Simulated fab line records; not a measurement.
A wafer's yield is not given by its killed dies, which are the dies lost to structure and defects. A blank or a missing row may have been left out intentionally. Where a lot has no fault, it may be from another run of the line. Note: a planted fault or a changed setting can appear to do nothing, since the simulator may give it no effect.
fab line records | flow ritCmos
record: lots: 6 wafers: 18 lastDay: 7
route steps=202 shown PLDD@116 SPACER@125
lots that met no fault: taken from a fault-free run of the same line
startH: start of the lot's first displayed wafer, in hours after the record's first day | waitH: time in hours since the lot's previous step | " unchanged from the row above | L1.1+2: a single row standing in for several wafers | - no value, or no start was given | * or withheld: withheld | < > ~ a bound
route shown NAME@n: NAME is a module with steps in the file, n the number in the route of the first one | usual: mean/standard deviation of fault-free wafers | same: alike in all rows | chamber/n: place in a boat | sites: readings site by site | _std_site: the standard deviation of these | _edge_site: the outer-site mean with the inner-site mean subtracted | radiusMm: for every site, how far away it sits from the centre of the wafer | mask NAME#n: copy n | behind: tool/chamber where the wafer was last shaped | hold: reason for holding the lot/hours on hold/outcome of the hold | device: the n, p or np transistor that did not switch | end of line: tests run on the same wafers once the route is complete | a step with no rows: only its recipe | killed: count of dies lost to structure and defects at first sort (not the wafer's yield) | map: the dies of a wafer, with x for killed, . for not killed, _ for no die there
set.NAME: the setting the step ran with; set.NAME@STEP: the setting that earlier step ran with | model.NAME: the simulator's own value behind a step, which no gauge read
lots seen at some steps along the route; tables by step, rows by wafer
services: the hour from which a tool's chamber was out of use, counted from the record's first day as startH (under 0 if before that day), plus the number of hours and why
== steps ==
step: RIT_PLDD_SOFTBAKE_02
recipe: resist: NOVOLAK tempC: 90 timeS: 60
step: RIT_PLDD_EXPOSE_03
recipe: maskId: M8 na: 0.57 targetCdNm: 40900 doseMj: 250
step: RIT_PLDD_PEB_04
recipe: resist: NOVOLAK tempC: withheld timeS: withheld
step: RIT_PLDD_DEVELOP_05
recipe: resist: NOVOLAK developTimeS: 50 devTempC: 23
step: RIT_PLDD_OVL_MEAS_06
usual: PLDD_OVL: 1.0/1.4
columns lot.wafer tool chamber startH waitH PLDD_OVL[nm]
L819.1 overlay-01 - 96.98 - 0.2
L819.2 " - " " 2.6
L819.6 " - " " 1.7
L821.1 overlay-02 - 104.04 - 0.0
L821.3 " - " " -1.3
L821.4 " - " " -0.7
L822.1 overlay-02 - 110.90 - 2.2
L822.2 " - " " 2.2
L822.6 " - " " 2.5
L824.1 overlay-01 - 118.59 - 4.7
L824.5 " - " " 0.8
L824.6 " - " " 0.3
L831.3 overlay-02 - 153.81 - -0.4
L831.5 " - " " 0.8
L831.6 " - " " -0.1
L832.4 overlay-01 - 158.38 - 3.6
L832.5 " - " " 0.9
L832.6 " - " " 2.3
step: RIT_PLDD_HARDBAKE_07
recipe: resist: NOVOLAK tempC: 140 timeS: 60
step: RIT_PLDD_IMPLANT_08
recipe: species: BF2 energyKev: 20 doseCm2: 9e+14 tiltDeg: 7
step: RIT_PLDD_STRIP_09
recipe: chemistry: O2 timeS: 180 resist: NOVOLAK platenTempC: withheld powerW: 500 pressureMtorr: 4000 o2FlowSccm: 4000
usual: drypumpMotorCurrentA: 5.9/0.43
columns lot.wafer tool chamber startH waitH drypumpMotorCurrentA rfHoursCounterH
L819.1 plasmaAsher-01 1 97.45 0.1 6.1 46
L819.2 " 0 " " 5.1 46
L819.6 " 1 " " 6.1 -
L821.1 plasmaAsher-03 0 104.45 0.1 6.0 29
L821.3 " 1 " " 5.7 -
L821.4 " 0 " " 5.9 -
L822.1 plasmaAsher-03 0 111.24 0.1 6.0 30
L822.2 " 1 " " 5.7 30
L822.6 " 0 " " 6.0 -
L824.1 plasmaAsher-01 1 118.93 0.1 6.0 48
L824.5 " 1 " " 6.1 -
L824.6 " 0 " " 5.1 -
L831.3 plasmaAsher-02 0 154.19 0.1 6.5 -
L831.5 " 0 " " 6.5 -
L831.6 " 1 " " 5.7 -
L832.4 plasmaAsher-02 0 158.76 0.1 6.5 -
L832.5 " 1 " " 5.8 -
L832.6 " 0 " " 6.5 -
step: RIT_PLDD_TW_MEAS_10
usual: PLDD_TW: 2375/18
columns lot.wafer tool chamber startH waitH PLDD_TW
L819.1 filmMetro-02 - 97.63 0.1 2361
L819.2 " - " " 2353
L819.6 " - " " 2350
L821.1 filmMetro-02 - 104.62 0.1 2349
L821.3 " - " " 2351
L821.4 " - " " 2353
L822.1 filmMetro-03 - 111.41 0.1 2410
L822.2 " - " " 2409
L822.6 " - " " 2406
L824.1 filmMetro-04 - 119.10 0.1 2393
L824.5 " - " " 2375
L824.6 " - " " 2378
L831.3 filmMetro-04 - 154.33 0.1 2366
L831.5 " - " " 2381
L831.6 " - " " 2378
L832.4 filmMetro-02 - 158.90 0.1 2368
L832.5 " - " " 2373
L832.6 " - " " 2356
step: RIT_SPACER_CLEAN_00
recipe: chemistry: SC1 mix: 3:3:50 timeS: 600 tempC: 75
step: RIT_SPACER_CLEAN_01
recipe: chemistry: dHF dilution: 50:1 timeS: 30
step: RIT_SPACER_CLEAN_02
recipe: chemistry: SC2 mix: 3:3:50 timeS: 600 tempC: 75 dry: n2Spin
step: RIT_SPACER_CVD_03
recipe: material: Si3N4 targetThkNm: 250 tempC: 810 precursor: SiH2Cl2/NH3 timeS: 3300 pressureMtorr: 300 sih2cl2FlowSccm: 60 nh3FlowSccm: 150
usual: nh3FlowSccm: 150.0/0.43 pressureMtorr: 300.0/0.59
columns lot.wafer tool chamber startH waitH nh3FlowSccm pressureMtorr
L819.1 lpcvd-02 0 98.05 0.0 151.4 300.1
L819.2 " 0 " " 151.0 299.8
L819.6 " 0 " " 150.8 299.6
L821.1 lpcvd-02 1 105.05 0.0 - -
L821.3 " 1 " " - -
L821.4 " 1 " " - -
L822.1 lpcvd-01 0 111.84 0.0 - -
L822.2 " 0 " " - -
L822.6 " 0 " " - -
L824.1 lpcvd-02 0 119.53 0.0 150.7 300.2
L824.5 " 0 " " 149.9 299.5
L824.6 " 0 " " 149.9 300.4
L831.3 lpcvd-02 1 155.14 0.4 149.2 300.0
L831.5 " 1 " " 150.2 298.9
L831.6 " 1 " " 149.5 299.4
L832.4 lpcvd-02 1 159.32 0.0 150.6 300.4
L832.5 " 1 " " 150.4 300.5
L832.6 " 1 " " 150.1 300.1
step: RIT_SPACER_ETCHBACK_05
recipe: targetDepthA: 2500 SF6_flow_sccm: 30 CHF3_flow_sccm: 30 target: Si3N4 chemistry: SF6/CHF3 pressureMtorr: 40 rfW: 250 timeS: 240 stopOn: SiO2
usual: SF6_flow_sccm: 29.99/0.09 drypumpMotorCurrentA: 5.7/0.42 oesProductAu: 0.842/0.01 throttleValvePct: 10.22/0.13
columns lot.wafer tool chamber startH waitH SF6_flow_sccm drypumpMotorCurrentA oesProductAu rfHoursCounterH throttleValvePct
L819.1 rieDiel-02 1 100.99 0.1 29.89 5.9 0.858 11 10.37
L819.2 " 2 " " 30.10 5.9 0.840 103 10.24
L819.6 " 2 " " 30.25 5.9 0.836 - 10.23
L821.1 rieDiel-02 0 107.98 0.1 29.96 5.7 0.830 124 10.20
L821.3 " 2 " " 29.97 5.9 0.838 103 10.24
L821.4 " 0 " " 30.05 5.7 0.837 - 10.19
L822.1 rieDiel-03 0 113.82 0.1 29.96 5.8 0.852 109 10.29
L822.2 " 1 " " 29.88 5.4 0.846 2 10.59
L822.6 " 2 " " 30.03 5.7 0.845 - 10.34
L824.1 rieDiel-02 1 121.51 0.1 30.06 5.9 0.847 11 10.37
L824.5 " 2 " " 29.98 5.9 0.837 - 10.23
L824.6 " 1 " " 30.02 6.0 0.851 - 10.39
L831.3 rieDiel-03 1 157.12 0.0 29.95 5.3 0.852 3 10.58
L831.5 " 1 " " 29.98 5.4 0.854 - 10.59
L831.6 " 2 " " 30.01 5.7 0.847 - 10.32
L832.4 rieDiel-01 1 161.37 0.1 29.98 5.2 0.863 - 10.23
L832.5 " 2 " " 30.11 5.7 0.853 - 10.04
L832.6 " 0 " " 29.88 6.6 0.835 - 10.35
== services ==
columns tool chamber startH hours kind
plasmaAsher-03 - 74.96 24.9 pm
rieDiel-03 - 77.54 0.8 repair
plasmaAsher-01 - 85.33 2.8 pm
rieDiel-03 - 87.80 2.8 pm
rieDiel-02 1 102.31 16.7 repair
rieDiel-02 0 102.37 5.3 repair
rieDiel-01 2 105.66 - clean
rieDiel-01 2 105.66 15.9 scheduledDown
rieDiel-01 2 105.66 15.9 ventCycle
rieDiel-03 - 139.52 15.6 pm
plasmaAsher-03 - 142.42 14.6 pm
rieDiel-01 3 155.21 17.6 repair
rieDiel-02 1 155.31 8.9 repair
lpcvd-01 - 155.90 2.8 pm
rieDiel-01 1 156.87 3.2 repair
== key ==
firstSign: step: RIT_SPACER_CVD_03 reading: toolRecord direction: missing
effect none on later readings
metAt RIT_SPACER_CVD_03
struckWafers L821.1,L821.3,L821.4,L822.1,L822.2,L822.6
laterRowsLeftOut L821.1,L821.3,L821.4,L822.1,L822.2,L822.6
sortLeftOut L821.1,L821.3,L821.4,L822.1,L822.2,L822.6
testerLeftOut L821,L822
onsetBetween 98.05 105.05
fault: kind: skippedStepWhole tool: lpcvd-01,lpcvd-02 chamber: - onsetH: 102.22 steps: RIT_SPACER_CVD_03 scope: struckLotsOnly
testerLeftOut: of these lots the tester's yield and bins aren't shown, on N5 and GAA mostly nor the transistor test; their killed dies are dies lost to structure and defects alone, not to doping, threshold or leakage, so they don't give the yield
sortLeftOut: the simulated sort isn't trusted on such a fault, so these wafers' sort isn't shown, and their yield isn't known
laterRowsLeftOut: the simulator's readings of these wafers behind a module that went badly wrong aren't trusted and aren't shown, but for the sort
